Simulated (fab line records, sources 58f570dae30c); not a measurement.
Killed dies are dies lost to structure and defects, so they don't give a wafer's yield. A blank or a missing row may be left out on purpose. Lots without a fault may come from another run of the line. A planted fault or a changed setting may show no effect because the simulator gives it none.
One fault seen from 2 desks | flow berkeley_cmos170 | each desk has only its own numbers; what lay behind them comes last

THE TOOL OWNER'S DESK: rie_diel-04
The tool's own readings at UCB170_V1_ETCH_14 (etches SiO2 in CHF3/CF4/Ar, stops on Al, target depth 1250 nm, time 291 s): means of the sampled wafers that have a number, for each lot that ran on this tool. A lot is out of limits, marked OUT, if its mean lies more than 4 standard deviations from the usual mean; the brackets give that distance.
Columns: A = CHF3_flow_sccm at UCB170_V1_ETCH_14, usual 44.98 sccm; B = drypump_motor_current_A at UCB170_V1_ETCH_14, usual 5.8 A; C = oes_product_au at UCB170_V1_ETCH_14, usual 0.866 a.u.; D = throttle_valve_pct at UCB170_V1_ETCH_14, usual 6.87 %
lot  | first seen here | A     | B   | C     | D
L549 | day 7 18:22     | 44.94 | 6.2 | 0.880 | 6.84
L555 | day 9 08:34     | 44.96 | 6.1 | 0.875 | 6.86
L556 | day 9 19:31     | 44.92 | 6.0 | 0.874 | 6.92
L559 | day 10 10:21    | 45.02 | 6.2 | 0.874 | 6.90
L564 | day 11 06:45    | 45.05 | 5.7 | 0.872 | 7.00
L562 | day 11 17:13    | 45.05 | 5.9 | 0.876 | 6.93
This desk's finding: nothing out of limits on any of the 6 lots.

THE METROLOGY DESK
What the gauges read, lot by lot, whatever tool the lot ran on: means of the sampled wafers that have a number. A lot is out of limits, marked OUT, if its mean lies more than 4 standard deviations from the usual mean; the brackets give that distance.
Columns: A = NSD_OVL at UCB170_NSD_OVL_MEAS_07, usual -4 nm; B = V2_OVL at UCB170_V2_OVL_MEAS_13, usual -1 nm
lot  | first seen here | A   | B
L546 | day 6 09:52     | -7  | -9
L547 | day 6 19:55     | -3  | 1
L551 | day 7 00:14     | 1   | -6
L549 | day 7 00:30     | -5  | 7
L553 | day 7 17:30     | -6  | -11
L552 | day 7 17:47     | -2  | -4
L555 | day 8 14:56     | 1   | -0
L554 | day 8 15:20     | -8  | 4
L556 | day 9 00:59     | -6  | 3
L557 | day 9 01:16     | -7  | -1
L559 | day 9 18:43     | -6  | 2
L564 | day 10 16:09    | -3  | 5
L562 | day 10 16:25    | 0   | -5
L567 | day 11 08:35    | 1   | -5
L569 | day 12 14:10    | -11 | -3
This desk's finding: nothing out of limits on any of the 15 lots.

PUT TOGETHER
The tool owner's desk saw nothing out of limits.
The metrology desk saw nothing out of limits.

WHAT THE SIMULATOR HAD PUT IN
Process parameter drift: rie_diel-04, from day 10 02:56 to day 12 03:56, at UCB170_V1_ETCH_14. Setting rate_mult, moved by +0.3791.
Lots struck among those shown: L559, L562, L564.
